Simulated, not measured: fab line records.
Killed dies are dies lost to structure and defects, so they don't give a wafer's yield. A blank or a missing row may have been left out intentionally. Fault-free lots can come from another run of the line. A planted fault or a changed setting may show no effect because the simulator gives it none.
Split-lot trial | flow rit_cmos | 23 wafers read across 5 lots, on a route 202 steps long

## SPLIT DETAILS
At RIT_PRETRO_IMPLANT_08, the setting energy_kev was moved away from the recipe's 45 on 10 of the 23 wafers read, by -5.2% to +5.2%. All remaining wafers had this setting at the recipe value.

The reading is taken at the split's own step.

## THE READING
In nm, at RIT_PRETRO_IMPLANT_08: implant.drp_nm, which is the simulator's own figure and was read by no gauge. The file does not state a usual value for it.

wafer  | tool, chamber at the split | energy_kev as run | against the recipe | implant.drp_nm, nm | against lot-mates on the recipe
L076.1 | implanter-01, 0            | 45                | recipe             | 55.07              | -
L076.4 | implanter-01, 0            | 45                | recipe             | 55.07              | -
L076.2 | implanter-01, 0            | 42.64             | -5.2%              | 53.33              | -1.74
L076.3 | implanter-01, 0            | 42.64             | -5.2%              | 53.33              | -1.74
L076.5 | implanter-01, 0            | 42.64             | -5.2%              | 53.33              | -1.74
L080.1 | implanter-03, 0            | 45                | recipe             | 55.07              | -
L080.2 | implanter-03, 0            | 45                | recipe             | 55.07              | -
L080.3 | implanter-03, 0            | 42.76             | -5.0%              | 53.42              | -1.65
L080.4 | implanter-03, 0            | 42.76             | -5.0%              | 53.42              | -1.65
L080.6 | implanter-03, 0            | 42.76             | -5.0%              | 53.42              | -1.65
L081.1 | implanter-01, 0            | 42.9              | -4.7%              | 53.52              | -1.55
L081.5 | implanter-01, 0            | 42.9              | -4.7%              | 53.52              | -1.55
L081.2 | implanter-01, 0            | 45                | recipe             | 55.07              | -
L081.3 | implanter-01, 0            | 45                | recipe             | 55.07              | -
L081.6 | implanter-01, 0            | 45                | recipe             | 55.07              | -
L082.1 | implanter-03, 0            | 45                | recipe             | 55.07              | -
L082.3 | implanter-03, 0            | 45                | recipe             | 55.07              | -
L082.6 | implanter-03, 0            | 45                | recipe             | 55.07              | -
L085.1 | implanter-01, 0            | 47.36             | +5.2%              | 56.75              | +1.68
L085.5 | implanter-01, 0            | 47.36             | +5.2%              | 56.75              | +1.68
L085.2 | implanter-01, 0            | 45                | recipe             | 55.07              | -
L085.4 | implanter-01, 0            | 45                | recipe             | 55.07              | -
L085.6 | implanter-01, 0            | 45                | recipe             | 55.07              | -

THE FIT
A straight line over all 23 wafers: implant.drp_nm changes by +0.328 nm for each +1% of energy_kev; r = +1.00; the points scatter about the line by 0.013 nm.
The same after taking each lot's own level away (the mean of its wafers on the recipe; 23 wafers): +0.328 nm for each +1%; r = +1.00; scatter 0.013 nm.
On that fit, the largest move of energy_kev shifts the reading by 1.7 nm.
The lots' own levels span 55.070 to 55.070 nm.
The two slopes are in agreement: the lot-to-lot level therefore moves the slope only a little.
Check: with one of the wafers moved furthest among these (+5.2%) left out of the fit, the line predicts +1.72 nm for it against its lot-mates. It came out at +1.68 nm against them.

## THE OTHER SPLITS THESE WAFERS WENT THROUGH
These wafers also went through other splits before the reading. Each is held against what the fit with the lots' levels taken away leaves over:
other split on the same wafers       | wafers away from the commonest value | r with implant.drp_nm (lot level and that fit taken away)
RIT_ACTIVE_COAT_06 resist_thk_nm     | 10                                   | +0.09
RIT_ACTIVE_DEVELOP_10 develop_time_s | 8                                    | -0.20
RIT_FOX1_OXIDATION_00 ox_time_s      | 15                                   | +0.02
RIT_PWELL_IMPLANT_08 dose_cm2        | 7                                    | +0.21

## THE WHOLE CHAIN: every reading that the file lists as answering this split, in the file's order
step                  | what it does | reading                                                         | change (the file's fit)               | r (the file's)
RIT_PRETRO_IMPLANT_08 |              | implant.rp_nm (the simulator's own value, which no gauge read)  | +1.35 nm for each +1% of the setting  | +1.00
RIT_PRETRO_IMPLANT_08 |              | implant.drp_nm (the simulator's own value, which no gauge read) | +0.329 nm for each +1% of the setting | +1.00

## FILE'S OWN FIT
implant.drp_nm changes by +0.329 nm for each +1% of energy_kev, r = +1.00.
